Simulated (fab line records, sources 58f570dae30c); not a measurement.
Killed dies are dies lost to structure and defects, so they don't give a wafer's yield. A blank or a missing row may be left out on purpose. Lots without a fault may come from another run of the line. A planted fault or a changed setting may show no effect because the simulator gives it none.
A struck lot beside a sound one | flow berkeley_cmos170 | 14 steps out of a route of 331
Sound: wafers L718.2, L718.3, L718.5. Struck: wafers L710.1, L710.3, L710.5. The cause comes at the end.
At each step with rows: each side's tool, then ch and its chambers, then its first start. Under that, the readings that differ: sound wafers | struck wafers | difference of the means | sigmas: that difference in standard deviations of wafers without a fault.
alike: readings whose means differ by less than 2 such deviations, and words and numbers that are the same on both sides. not compared: withheld readings, readings that some wafer has no value for, bounds like >300 that may hide the same value, and numbers for which the record gives no deviation and whose values overlap.
The two part at a step that has a row with sigmas, a row that says differs or no value, or rows on one side only. Numbers that don't overlap but have no deviation are shown without sigmas and don't part them. A reading that every wafer of one side lacks parts them only if that side has two wafers or more.

first, 5 steps without rows for these wafers: UCB170_WELLDRIVE_ANNEAL_03 (time 900 s); UCB170_WELLDRIVE_WET_ETCH_04 (etches SiO2 in BOE, time 120 s); UCB170_ACTIVE_CLEAN_00 (cleans in SPM, time 600 s); UCB170_ACTIVE_CLEAN_01 (cleans in dHF, time 60 s); UCB170_ACTIVE_OXIDATION_02 (target thk 26.4 nm, ox time 1260 s).
UCB170_ACTIVE_THK_MEAS_03:
  sound on film_metro-03, day 7 02:04; struck on film_metro-03, day 5 08:23
  alike: ACTIVE_OXIDE_THK
then, 2 steps without rows for these wafers: UCB170_ACTIVE_ANNEAL_04 (time 900 s); UCB170_ACTIVE_CVD_05 (deposits Si3N4 from SiH2Cl2/NH3, target thk 220 nm, time 3300 s).
UCB170_ACTIVE_THK_MEAS_06:
  sound on film_metro-03, day 7 11:02; struck on film_metro-03, day 5 17:03
  alike: ACTIVE_NITRIDE_THK
then, 3 steps without rows for these wafers: UCB170_ACTIVE_HMDS_07 (prime time 60 s); UCB170_ACTIVE_COAT_08 (resist thk 900 nm); UCB170_ACTIVE_SOFTBAKE_09 (time 60 s).
UCB170_ACTIVE_EXPOSE_10: exposes mask ACTIVE, target cd 1200 nm.
  sound on krf_scanner-01 ch 0, day 7 11:41; struck on krf_scanner-02, day 5 17:48
  no value came back on the struck wafers for exposure_dose_mJ_cm2, focus_offset_nm (nm); on the sound wafers exposure_dose_mJ_cm2 reads 20.012 19.996 20.012
  alike: mask
then, 1 step without rows for these wafers: UCB170_ACTIVE_PEB_11.

WHERE THEY PART
Only at UCB170_ACTIVE_EXPOSE_10, within this record.

WHY: what the simulator had put in
Skipped step whole: krf_scanner-02, from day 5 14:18 on, at UCB170_ACTIVE_EXPOSE_10. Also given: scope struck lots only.
